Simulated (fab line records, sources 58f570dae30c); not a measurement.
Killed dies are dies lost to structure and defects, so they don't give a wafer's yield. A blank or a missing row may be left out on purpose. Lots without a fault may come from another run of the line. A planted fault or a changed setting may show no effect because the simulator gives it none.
Problem report in the 8D (eight disciplines) form, filled by code | flow berkeley_cmos170 | the parts of the form that need people (team, actions taken, sign-off) are left out

1. THE PROBLEM
M2_AL_RS at UCB170_M2_RS_MEAS_02 reads a mean of 0.02914 ohm/sq on 1 wafer of 1 lot; wafers without a fault read 0.03212 ohm/sq with a standard deviation of 0.00028. That is -11 standard deviations from the usual mean.
The step: measures by four-point-probe.
First seen on wafer L303.6, day 9 14:37, on film_metro-03. The record holds 33 wafers of 11 lots with a number at this step. Rule for "out", or "out of limits": more than 4 standard deviations from the usual mean. The other wafers with a number count as sound.

2. WHAT IT IS AND WHAT IT IS NOT
question                    | is               | is not
which readings at this step | M2_AL_RS         | -
which lots                  | L303             | L297, L298, L300, L304, L309, L311, L313, L318, L319, L320
which wafers of those lots  | L303.6           | L303.4, L303.5
read on which gauges        | film_metro-03    | film_metro-02, film_metro-04
when                        | from day 9 14:37 | up to then (14 sound wafers); but 18 sound wafers of L309, L311, L313, L318, L319, L320 came after

3. SUSPECTS, AND WHAT RULES EACH OUT
Counting: a tool at a process step up to the reading stays a suspect if it ran every lot that is out. Sound lots after the first of them don't rule it out here, since some wafers of a struck lot are sound.
- the gauge at UCB170_M2_RS_MEAS_02: ruled out. All the wafers that are out were read on film_metro-03, but those of them that UCB170_M2_SPUTTER_01 has rows for are out there too, on other tools.
- plasma_asher-01 at UCB170_CONTACT_STRIP_19 (strips in O2): kept. It ran the lot that is out, L303 (day 9 03:02).
- pvd_sputter-01 at UCB170_M2_SPUTTER_01 (material Al, target thk 900 nm, time 120 s): kept. It ran the lot that is out, L303 (day 9 14:29); its last sound lot up to then is L300 (day 8 07:47). Its own readings are out on those wafers: cathode_dc_power_W.
Left after counting: plasma_asher-01 at UCB170_CONTACT_STRIP_19, pvd_sputter-01 at UCB170_M2_SPUTTER_01.

4. THE CAUSE (what the simulator had put in)
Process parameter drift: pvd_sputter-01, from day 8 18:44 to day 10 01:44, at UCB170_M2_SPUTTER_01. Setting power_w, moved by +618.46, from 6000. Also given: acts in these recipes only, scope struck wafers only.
Counting left 2 suspects, and this tool is among them.

5. THE CHAIN OF EFFECTS, in route order
Each row: a reading whose mean over the struck wafers that have a number lies more than 3 standard deviations from the usual. Only readings for which the record gives a usual standard deviation are gone through. hours: the time from each lot's start at the first step in this table that gives one to its start at this step, as a median over the lots. sigmas: the change in usual standard deviations.
hours | step                    | reading            | usual          | on struck wafers | change   | sigmas
0     | UCB170_M2_SPUTTER_01    | cathode_dc_power_W | 6000.0 W       | 6618.9           | +618.9   | +99 or more
0     | UCB170_M2_RS_MEAS_02    | M2_AL_RS           | 0.03212 ohm/sq | 0.02914          | -0.00298 | -11
4     | UCB170_M2_THK_MEAS_03   | M2_AL_THK          | 909 nm         | 1003             | +94      | +11
15    | UCB170_M2_METAL_ETCH_18 | oes_product_au     | 0.851 a.u.     | 0.905            | +0.054   | +4.9
The process steps in it:
- UCB170_M2_SPUTTER_01: material Al, target thk 900 nm, time 120 s.
- UCB170_M2_METAL_ETCH_18: etches Al in Cl2/BCl3, stops on SiO2, target depth 1170 nm, time 195 s.

6. WHAT WOULD HAVE CAUGHT IT SOONER
In this record the first reading out of limits at a measuring or inspecting step was taken at day 9 14:37, 20 hours after the fault began at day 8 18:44.
The tool's own readings at UCB170_M2_SPUTTER_01 were out on every struck wafer that the step has a row for (cathode_dc_power_W): an alarm limit on them would have fired on the first of those.
All the lots that are out (1) had begun UCB170_M2_SPUTTER_01 on pvd_sputter-01 by day 9 14:37. A hold on the tool at that time would have spared none of them.
